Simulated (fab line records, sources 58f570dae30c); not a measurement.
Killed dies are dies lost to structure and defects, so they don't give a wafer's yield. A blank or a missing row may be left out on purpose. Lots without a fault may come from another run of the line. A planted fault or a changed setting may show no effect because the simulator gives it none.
A struck lot beside a sound one | flow berkeley_cmos170 | 15 steps out of a route of 331
Sound: wafers L736.2, L736.3, L736.4. Struck: wafers L751.1, L751.3, L751.4. The cause comes at the end.
At each step with rows: each side's tool, then ch and its chambers, then its first start. Under that, the readings that differ: sound wafers | struck wafers | difference of the means | sigmas: that difference in standard deviations of wafers without a fault.
alike: readings whose means differ by less than 2 such deviations, and words and numbers that are the same on both sides. not compared: withheld readings, readings that some wafer has no value for, bounds like >300 that may hide the same value, and numbers for which the record gives no deviation and whose values overlap.
The two part at a step that has a row with sigmas, a row that says differs or no value, or rows on one side only. Numbers that don't overlap but have no deviation are shown without sigmas and don't part them. A reading that every wafer of one side lacks parts them only if that side has two wafers or more.

first, 4 steps without rows for these wafers: UCB170_NSD_CLEAN_11 (cleans in SPM, time 600 s); UCB170_BACKSIDE_HMDS_00 (prime time 60 s); UCB170_BACKSIDE_COAT_01 (resist thk 900 nm); UCB170_BACKSIDE_SOFTBAKE_02 (time 60 s).
UCB170_BACKSIDE_STRIP_03: strips in O2.
  sound on plasma_asher-01 ch 0,1, day 7 07:49; struck on plasma_asher-02 ch 0,1, day 10 11:27
  alike: drypump_motor_current_A, o2_flow_sccm, oes_product_au, strip_time_to_endpoint_s
  not compared: rf_hours_counter_h
then, 1 step without rows for these wafers: UCB170_BACKSIDE_CLEAN_04 (cleans in SPM, time 600 s).
UCB170_SDANNEAL_RTA_00: time 10 s.
  sound on rtp_anneal-01 ch 0, day 7 08:07; struck on rtp_anneal-02 ch 0, day 10 11:43
  reading            | sound          | struck         | difference | sigmas
  lamp_power_pct (%) | 23.7 23.7 23.7 | 24.9 24.9 24.9 | +1.2       | +2
  alike: wafer_temp_C_max
UCB170_SDANNEAL_RTA_01: time 5 s.
  sound on rtp_anneal-01 ch 0, day 7 08:11; struck on rtp_anneal-02 ch 0, day 10 11:47
  alike: lamp_power_pct, wafer_temp_C_max
UCB170_SDANNEAL_RS_MEAS_02: measures by four-point-probe.
  sound on film_metro-04, day 7 08:14; struck on film_metro-04, day 10 11:51
  alike: PSD_RS
UCB170_SDANNEAL_RS_MEAS_03: measures by four-point-probe.
  sound on film_metro-04, day 7 08:22; struck on film_metro-04, day 10 11:58
  alike: NSD_RS
UCB170_SDANNEAL_RS_MEAS_04: measures by four-point-probe.
  sound on film_metro-04, day 7 08:29; struck on film_metro-04, day 10 12:05
  reading          | sound          | struck         | difference | sigmas
  PLDD_RS (ohm/sq) | 1032 1032 1030 | 1038 1038 1041 | +8         | +2
UCB170_SDANNEAL_RS_MEAS_05: measures by four-point-probe.
  sound on film_metro-04, day 7 08:36; struck on film_metro-04, day 10 12:13
  alike: NLDD_RS
UCB170_SILICIDE_PRE_CLEAN_00: preclean etch time 60 s.
  sound on pvd_sputter-02, day 7 08:42; struck on pvd_sputter-02, day 10 12:20
  reading                  | sound    | struck | difference                    | sigmas
  preclean_etch_time_s (s) | 60 60 60 | - - -  | no value on the struck wafers |
UCB170_SILICIDE_SPUTTER_01: material Ti, target thk 30 nm, time 24.55 s.
  sound on pvd_sputter-02, day 7 08:46; struck on pvd_sputter-02, day 10 12:23
  alike: chamber_pressure_pa, throttle_valve_pct
UCB170_M3_PROBE_99:
  the record has rows for the struck wafers here (prober-02, day 11 17:50) and none for the sound ones

WHERE THEY PART
First at UCB170_SDANNEAL_RTA_00; last, within this record, at UCB170_M3_PROBE_99.

WHY: what the simulator had put in
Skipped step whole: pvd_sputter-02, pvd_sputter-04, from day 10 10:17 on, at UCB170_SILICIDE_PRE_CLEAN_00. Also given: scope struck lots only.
